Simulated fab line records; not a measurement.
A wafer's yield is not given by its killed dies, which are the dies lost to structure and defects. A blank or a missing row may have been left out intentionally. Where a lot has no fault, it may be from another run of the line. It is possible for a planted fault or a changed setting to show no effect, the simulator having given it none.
Lot-split experiment :: flow berkeleyCmos170 :: on a route of 331 steps: 5 lots, 23 wafers read

## ON THE SPLIT
At UCB170_M1_SPUTTER_00 (material Al, target thk 600 nm, time 80 s), the setting powerW was moved away from the recipe's 6000 W on 8 of the 23 wafers read, by -4.3% to +3.9%. For the rest of the wafers, this setting stayed at what the recipe calls for.

## BETWEEN THE SPLIT AND THE READING: the file shows 1 step in between
- UCB170_M1_RS_MEAS_01: measures by four-point-probe

## THE READING
M1_AL_THK, in nm, at UCB170_M1_THK_MEAS_02 (measures by xrf). On this fab line, fault-free wafers typically give 597 nm with a standard deviation of 7.1 nm.

wafer: L077.1
tool, chamber at the split: pvdSputter-01, -
powerW as run, W: 6000
against the recipe: recipe
M1_AL_THK, nm: 598
against lot-mates on the recipe: -

wafer: L077.2
tool, chamber at the split: pvdSputter-01, -
powerW as run, W: 6000
against the recipe: recipe
M1_AL_THK, nm: 599
against lot-mates on the recipe: -

wafer: L077.3
tool, chamber at the split: pvdSputter-01, -
powerW as run, W: 6000
against the recipe: recipe
M1_AL_THK, nm: 598
against lot-mates on the recipe: -

wafer: L077.4
tool, chamber at the split: pvdSputter-01, -
powerW as run, W: 6000
against the recipe: recipe
M1_AL_THK, nm: 596
against lot-mates on the recipe: -

wafer: L077.6
tool, chamber at the split: pvdSputter-01, -
powerW as run, W: 6000
against the recipe: recipe
M1_AL_THK, nm: 594
against lot-mates on the recipe: -

wafer: L075.2
tool, chamber at the split: pvdSputter-02, -
powerW as run, W: 6233
against the recipe: +3.9%
M1_AL_THK, nm: 627
against lot-mates on the recipe: +20

wafer: L075.3
tool, chamber at the split: pvdSputter-02, -
powerW as run, W: 6233
against the recipe: +3.9%
M1_AL_THK, nm: 633
against lot-mates on the recipe: +26

wafer: L075.4
tool, chamber at the split: pvdSputter-02, -
powerW as run, W: 6233
against the recipe: +3.9%
M1_AL_THK, nm: 625
against lot-mates on the recipe: +18

wafer: L075.5
tool, chamber at the split: pvdSputter-02, -
powerW as run, W: 6000
against the recipe: recipe
M1_AL_THK, nm: 609
against lot-mates on the recipe: -

wafer: L075.6
tool, chamber at the split: pvdSputter-02, -
powerW as run, W: 6000
against the recipe: recipe
M1_AL_THK, nm: 606
against lot-mates on the recipe: -

wafer: L078.1
tool, chamber at the split: pvdSputter-01, -
powerW as run, W: 6000
against the recipe: recipe
M1_AL_THK, nm: 605
against lot-mates on the recipe: -

wafer: L078.2
tool, chamber at the split: pvdSputter-01, -
powerW as run, W: 5795
against the recipe: -3.4%
M1_AL_THK, nm: 584
against lot-mates on the recipe: -22

wafer: L078.3
tool, chamber at the split: pvdSputter-01, -
powerW as run, W: 5795
against the recipe: -3.4%
M1_AL_THK, nm: 585
against lot-mates on the recipe: -22

wafer: L078.4
tool, chamber at the split: pvdSputter-01, -
powerW as run, W: 5795
against the recipe: -3.4%
M1_AL_THK, nm: 580
against lot-mates on the recipe: -26

wafer: L078.5
tool, chamber at the split: pvdSputter-01, -
powerW as run, W: 6000
against the recipe: recipe
M1_AL_THK, nm: 608
against lot-mates on the recipe: -

wafer: L081.3
tool, chamber at the split: pvdSputter-02, -
powerW as run, W: 6000
against the recipe: recipe
M1_AL_THK, nm: 595
against lot-mates on the recipe: -

wafer: L081.5
tool, chamber at the split: pvdSputter-02, -
powerW as run, W: 6000
against the recipe: recipe
M1_AL_THK, nm: 590
against lot-mates on the recipe: -

wafer: L081.6
tool, chamber at the split: pvdSputter-02, -
powerW as run, W: 6000
against the recipe: recipe
M1_AL_THK, nm: 589
against lot-mates on the recipe: -

wafer: L085.1
tool, chamber at the split: pvdSputter-01, -
powerW as run, W: 6000
against the recipe: recipe
M1_AL_THK, nm: 587
against lot-mates on the recipe: -

wafer: L085.2
tool, chamber at the split: pvdSputter-01, -
powerW as run, W: 5741
against the recipe: -4.3%
M1_AL_THK, nm: 575
against lot-mates on the recipe: -20

wafer: L085.3
tool, chamber at the split: pvdSputter-01, -
powerW as run, W: 5741
against the recipe: -4.3%
M1_AL_THK, nm: 568
against lot-mates on the recipe: -27

wafer: L085.5
tool, chamber at the split: pvdSputter-01, -
powerW as run, W: 6000
against the recipe: recipe
M1_AL_THK, nm: 600
against lot-mates on the recipe: -

wafer: L085.6
tool, chamber at the split: pvdSputter-01, -
powerW as run, W: 6000
against the recipe: recipe
M1_AL_THK, nm: 599
against lot-mates on the recipe: -

THE FIT
A straight line over all 23 wafers: M1_AL_THK changes by +6.37 nm for each +1% of powerW; r = +0.92; the points scatter about the line by 6.4 nm.
The same after taking each lot's own level away (the mean of its wafers on the recipe; 23 wafers): +5.83 nm for each +1%; r = +0.97; scatter 3.6 nm.
The reading moves by 25 nm for the largest change in powerW, on that fit.
The span of the lots' own levels, 591.3 to 607.5 nm, comes to 2.3 times the standard deviation stated above.
The two slopes are in agreement: the lot-to-lot level therefore moves the slope only a little.
Check: -27 nm against its lot-mates is what the line predicts for one of the wafers moved furthest among these (-4.3%) when that wafer is left out of the fit. Against them it came out at -20.3 nm.

## FURTHER SPLITS ON THESE WAFERS
Note: prior to the reading, these wafers also went through further splits. Each is held against what the fit with the lots' levels taken away leaves over:
other split on the same wafers: UCB170_BACKSIDE_HMDS_00 primeTimeS
wafers away from the commonest value: 4
r with M1_AL_THK (lot level and that fit taken away): -0.07

other split on the same wafers: UCB170_SILICIDE_SPUTTER_01 powerW
wafers away from the commonest value: 10
r with M1_AL_THK (lot level and that fit taken away): -0.34

## THE WHOLE CHAIN: every reading that the file lists as answering this split, in the file's order
step: UCB170_M1_SPUTTER_00
what it does: material Al, target thk 600 nm, time 80 s
reading: Al_of_M1_SPUTTER_00.thkNm (the simulator's own value, which no gauge read)
change (the file's fit): +5.74 nm for each +1% of the setting
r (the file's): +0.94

step: UCB170_M1_RS_MEAS_01
what it does: measures by four-point-probe
reading: M1_AL_RS
change (the file's fit): -0.000486 for each +1% of the setting
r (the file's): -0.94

step: UCB170_M1_THK_MEAS_02
what it does: measures by xrf
reading: M1_AL_THK
change (the file's fit): +5.87 for each +1% of the setting
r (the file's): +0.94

step: UCB170_V1_ETCH_14
what it does: etches SiO2 in CHF3/CF4/Ar, stops on Al, target depth 1250 nm, time 291 s
reading: Al_of_M1_SPUTTER_00.thkNm (the simulator's own value, which no gauge read)
change (the file's fit): +5.75 nm for each +1% of the setting
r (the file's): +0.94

## THE FILE'S OWN FIT
M1_AL_THK changes by +5.87 nm for each +1% of powerW, r = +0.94.
